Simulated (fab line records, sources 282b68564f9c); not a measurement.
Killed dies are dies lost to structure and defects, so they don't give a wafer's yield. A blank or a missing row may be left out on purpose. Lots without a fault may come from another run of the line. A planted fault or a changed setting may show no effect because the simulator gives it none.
Tool commonality check | flow rit_cmos | 14 lots, 42 wafers sampled

WHY IT WAS OPENED
At RIT_NSD_TW_MEAS_10 the reading NSD_TW is flagged on 2 of 14 lots. Wafers without a fault read 3141, standard deviation 14.
Rule: a lot is flagged when every wafer of it that has a number lies more than 4 standard deviations from that mean, or none has a number. The other lots count as sound.

lot  | measured    | on            | NSD_TW, wafer by wafer | flag
L200 | day 3 10:24 | film_metro-02 | 3140 3130 3140         |
L202 | day 3 20:08 | film_metro-02 | 3120 3119 3142         |
L203 | day 4 02:02 | film_metro-01 | 3163 3146 3153         |
L206 | day 4 14:59 | film_metro-01 | 3158 3138 3152         |
L208 | day 4 23:47 | film_metro-02 | 3157 3131 3144         |
L209 | day 5 04:17 | film_metro-01 | 3137 3143 3136         |
L210 | day 5 08:17 | film_metro-02 | 3122 3125 3126         |
L212 | day 5 17:13 | film_metro-02 | 3127 3156 3141         |
L214 | day 5 23:59 | film_metro-01 | 3408 3399 3403         | FLAGGED
L215 | day 6 10:29 | film_metro-02 | 3144 3139 3133         |
L217 | day 6 19:07 | film_metro-01 | 3143 3142 3140         |
L219 | day 7 01:07 | film_metro-01 | 3395 3403 3392         | FLAGGED
L221 | day 7 15:03 | film_metro-01 | 3137 3142 3137         |
L222 | day 7 21:44 | film_metro-02 | 3132 3124 3114         |
The numbers of the flagged lots are 3400 on average: +259 against the usual, or +18 standard deviations.

WHICH TOOL RAN EACH LOT
The record holds 2 process steps before the reading, out of a route of 202 steps. In each cell: the tool, then ch and the chambers that the sampled wafers went through, then the start.
lot  | flag    | RIT_PLDD_STRIP_09                   | RIT_NSD_IMPLANT_08
L200 |         | plasma_asher-02 ch 0,1, day 3 06:11 | implanter-01 ch 0, day 3 10:05
L202 |         | plasma_asher-02 ch 0,1, day 3 16:02 | implanter-01 ch 0, day 3 19:49
L203 |         | plasma_asher-02 ch 0,1, day 3 21:47 | implanter-03 ch 0, day 4 01:43
L206 |         | plasma_asher-04 ch 0, day 4 10:54   | implanter-02 ch 0, day 4 14:40
L208 |         | plasma_asher-04 ch 0,1, day 4 19:03 | implanter-01 ch 0, day 4 23:30
L209 |         | plasma_asher-03 ch 0,1, day 5 00:07 | implanter-01 ch 0, day 5 03:58
L210 |         | plasma_asher-02 ch 0,1, day 5 03:43 | implanter-03 ch 0, day 5 07:58
L212 |         | plasma_asher-02 ch 0,1, day 5 12:47 | implanter-02 ch 0, day 5 16:56
L214 | FLAGGED | plasma_asher-02 ch 0,1, day 5 19:22 | implanter-01 ch 0, day 5 23:40
L215 |         | plasma_asher-04 ch 0,1, day 6 04:29 | implanter-02 ch 0, day 6 10:10
L217 |         | plasma_asher-04 ch 0,1, day 6 14:47 | implanter-03 ch 0, day 6 18:50
L219 | FLAGGED | plasma_asher-04 ch 0, day 6 19:52   | implanter-01 ch 0, day 7 00:47
L221 |         | plasma_asher-04 ch 0,1, day 7 10:50 | implanter-03 ch 0, day 7 14:43
L222 |         | plasma_asher-04 ch 0,1, day 7 17:41 | implanter-03 ch 0, day 7 21:26
What these steps do:
- RIT_PLDD_STRIP_09: strips in O2, time 180 s.
- RIT_NSD_IMPLANT_08
- RIT_NSD_TW_MEAS_10

FLAGGED OVER TOTAL, TOOL BY TOOL (the gauges that took the reading come last)
step               | tool            | lots run | flagged | share of the flagged lots | sound lots run after its first flagged lot
RIT_PLDD_STRIP_09  | plasma_asher-02 | 6        | 1       | some                      | 0
RIT_PLDD_STRIP_09  | plasma_asher-03 | 1        | 0       | none                      | -
RIT_PLDD_STRIP_09  | plasma_asher-04 | 7        | 1       | some                      | 2 (L221,L222)
RIT_NSD_IMPLANT_08 | implanter-01    | 6        | 2       | all                       | 0
RIT_NSD_IMPLANT_08 | implanter-02    | 3        | 0       | none                      | -
RIT_NSD_IMPLANT_08 | implanter-03    | 5        | 0       | none                      | -
RIT_NSD_TW_MEAS_10 | film_metro-01   | 7        | 2       | all                       | 2 (L217,L221)
RIT_NSD_TW_MEAS_10 | film_metro-02   | 7        | 0       | none                      | -

WHAT THE TABLE ALLOWS
2 rows of the table ran every flagged lot: implanter-01 at RIT_NSD_IMPLANT_08, film_metro-01 at RIT_NSD_TW_MEAS_10.
- implanter-01 at RIT_NSD_IMPLANT_08: 2 of its 6 lots flagged. Its last sound lot is L209 (day 5 03:58), its first flagged lot L214 (day 5 23:40): a fault that began between those two fits. Its own readings lie more than 4 standard deviations out on every wafer of the flagged lots: dose_ions_cm2, faraday_current_uA.
- film_metro-01 at RIT_NSD_TW_MEAS_10: 2 of its 7 lots flagged. Sound lots ran on it after the first flagged one (L217, L221), which a lasting fault on the whole tool wouldn't allow.
One tool is left: implanter-01 at RIT_NSD_IMPLANT_08.

WHAT THE SIMULATOR HAD PUT IN
Process parameter drift: implanter-01, from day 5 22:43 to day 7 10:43, at RIT_NSD_IMPLANT_08. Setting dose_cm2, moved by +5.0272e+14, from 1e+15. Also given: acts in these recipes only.
Lots struck among those shown: L214, L219. The rule above found the same.
